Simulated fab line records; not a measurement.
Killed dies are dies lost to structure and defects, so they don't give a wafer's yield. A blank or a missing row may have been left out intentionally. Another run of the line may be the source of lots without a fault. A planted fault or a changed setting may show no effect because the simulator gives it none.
Shared-tool check    flow berkeley cmos170    14 lots, 42 wafers sampled

REASON IT WAS OPENED
UCB170_NVT_TW_MEAS_09, reading NVT_TW: flagged on 2 of 14 lots. Fault-free wafers read 518, with a standard deviation of 4.
Rule: flag the lot when none of its wafers has a number, or when each of its wafers that has one lies beyond 4 standard deviations from that mean. The rest of the lots are taken to be sound.

lot   measured     on             NVT_TW, wafer by wafer  flag
L569  day 5 13:04  film metro-02  520 516 521             
L568  day 5 13:25  film metro-01  516 516 514             
L570  day 5 13:59  film metro-04  527 529 530             
L571  day 6 04:30  film metro-02  517 519 517             
L573  day 6 10:55  film metro-01  518 516 517             
L577  day 7 08:17  film metro-01  513 517 516             
L578  day 7 13:58  film metro-02  544 545 541             FLAGGED
L580  day 7 18:32  film metro-01  516 514 516             
L582  day 8 07:16  film metro-04  552 551 549             FLAGGED
L585  day 8 10:19  film metro-04  528 527 523             
L586  day 9 00:36  film metro-02  518 519 514             
L588  day 9 12:26  film metro-02  517 518 518             
L589  day 9 21:38  film metro-02  519 518 521             
L590  day 9 22:11  film metro-02  518 518 517             
The numbers of the flagged lots are 547 on average: +29 against the usual, or +7 standard deviations.

LOT BY LOT: THE TOOL USED
The record holds 1 process step before the reading, out of a route of 331 steps. Read each cell as the tool, then ch plus the chambers that the sampled wafers visited, then the start.
lot   flag     UCB170_NVT_IMPLANT_07
L569           implanter-04 ch 0, day 5 12:49
L568           implanter-04 ch 0, day 5 13:11
L570           implanter-03 ch 0, day 5 13:46
L571           implanter-03 ch 0, day 6 04:15
L573           implanter-04 ch 0, day 6 10:41
L577           implanter-03 ch 0, day 7 08:03
L578  FLAGGED  implanter-04 ch 0, day 7 13:44
L580           implanter-03 ch 0, day 7 18:18
L582  FLAGGED  implanter-04 ch 0, day 8 07:02
L585           implanter-03 ch 0, day 8 10:04
L586           implanter-03 ch 0, day 9 00:21
L588           implanter-03 ch 0, day 9 12:11
L589           implanter-03 ch 0, day 9 21:23
L590           implanter-03 ch 0, day 9 21:56
What is done by these steps:
- UCB170_NVT_IMPLANT_07
- UCB170_NVT_TW_MEAS_09

FLAGGED AGAINST TOTAL, ONE TOOL AT A TIME (gauges that did the reading follow at the end)
step                   tool           lots run  flagged  share of the flagged lots  sound lots run after its first flagged lot
UCB170_NVT_IMPLANT_07  implanter-03   9         0        none                       -
UCB170_NVT_IMPLANT_07  implanter-04   5         2        all                        0
UCB170_NVT_TW_MEAS_09  film metro-01  4         0        none                       -
UCB170_NVT_TW_MEAS_09  film metro-02  7         1        some                       4 (L586,L588,L589,L590)
UCB170_NVT_TW_MEAS_09  film metro-04  3         1        some                       1 (L585)

WHAT IS ALLOWED BY THE TABLE
1 row of the table ran every flagged lot: implanter-04 at UCB170_NVT_IMPLANT_07.
- implanter-04 at UCB170_NVT_IMPLANT_07: 2 of its 5 lots flagged. A fault beginning between L573 (day 6 10:41), its last sound lot, and L578 (day 7 13:44), its first flagged one, fits the data. Its own readings lie more than 4 standard deviations out on every wafer of the flagged lots: beam energy keV.
One tool is left: implanter-04 at UCB170_NVT_IMPLANT_07.

WHAT WAS PUT IN BY THE SIMULATOR
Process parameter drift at UCB170_NVT_IMPLANT_07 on implanter-04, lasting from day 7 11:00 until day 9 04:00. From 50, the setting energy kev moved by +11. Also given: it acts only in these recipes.
Lots struck among those shown: L578, L582. This agrees with what the rule above found.
